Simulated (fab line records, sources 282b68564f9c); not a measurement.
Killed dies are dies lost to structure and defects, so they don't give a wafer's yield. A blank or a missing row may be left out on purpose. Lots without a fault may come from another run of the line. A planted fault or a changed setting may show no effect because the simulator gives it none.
One fault seen from 2 desks | flow rit_cmos | each desk has only its own numbers; what lay behind them comes last

THE TOOL OWNER'S DESK: pvd_sputter-02
The tool's own readings at RIT_M1_SPUTTER_00 (material Al, target thk 400 nm, time 500 s): means of the sampled wafers that have a number, for each lot that ran on this tool. A lot is out of limits, marked OUT, if its mean lies more than 4 standard deviations from the usual mean; the brackets give that distance.
Columns: A = chamber_pressure_pa at RIT_M1_SPUTTER_00, usual 0.4000 Pa; B = throttle_valve_pct at RIT_M1_SPUTTER_00, usual 30.5 %
lot  | first seen here | A      | B
L199 | day 3 11:41     | 0.4002 | 31.3
L210 | day 5 15:41     | 0.4000 | 31.0
This desk's finding: nothing out of limits on any of the 2 lots.

THE METROLOGY DESK
What the gauges read, lot by lot, whatever tool the lot ran on: means of the sampled wafers that have a number. A lot is out of limits, marked OUT, if its mean lies more than 4 standard deviations from the usual mean; the brackets give that distance.
Columns: A = cd_nm at RIT_CONTACT_CD_MEAS_08, usual 1000.5 nm; B = CONTACT_OVL at RIT_CONTACT_OVL_MEAS_09, usual 1.2 nm; C = cd_nm at RIT_CONTACT_CD_MEAS_90, usual 1000.5 nm; D = M1_AL_RS at RIT_M1_RS_MEAS_01, usual 0.0729 ohm/sq; E = M1_AL_THK at RIT_M1_THK_MEAS_02, usual 399 nm; F = cd_nm at RIT_M1_CD_MEAS_09, usual 2600.0 nm; G = M1_OVL at RIT_M1_OVL_MEAS_10, usual 1.0 nm
lot  | first seen here | A      | B   | C      | D      | E   | F      | G
L199 | day 3 10:34     | 1002.1 | 1.0 | 1002.1 | 0.0726 | 395 | 2601.0 | 2.8
L202 | day 3 20:56     | 999.5  | 2.4 | 999.7  | 0.0724 | 397 | 2595.9 | 0.4
L210 | day 5 14:33     | 1001.4 | 3.3 | 1001.1 | 0.0720 | 400 | 2598.1 | 2.0
L215 | day 6 16:53     | 1001.7 | 1.0 | 1002.1 | 0.0716 | 410 | 2598.9 | 0.1
L219 | day 7 13:47     | 997.9  | 2.8 | 997.8  | 0.0723 | 400 | 2598.0 | 0.6
This desk's finding: nothing out of limits on any of the 5 lots.

PUT TOGETHER
The tool owner's desk saw nothing out of limits.
The metrology desk saw nothing out of limits.

WHAT THE SIMULATOR HAD PUT IN
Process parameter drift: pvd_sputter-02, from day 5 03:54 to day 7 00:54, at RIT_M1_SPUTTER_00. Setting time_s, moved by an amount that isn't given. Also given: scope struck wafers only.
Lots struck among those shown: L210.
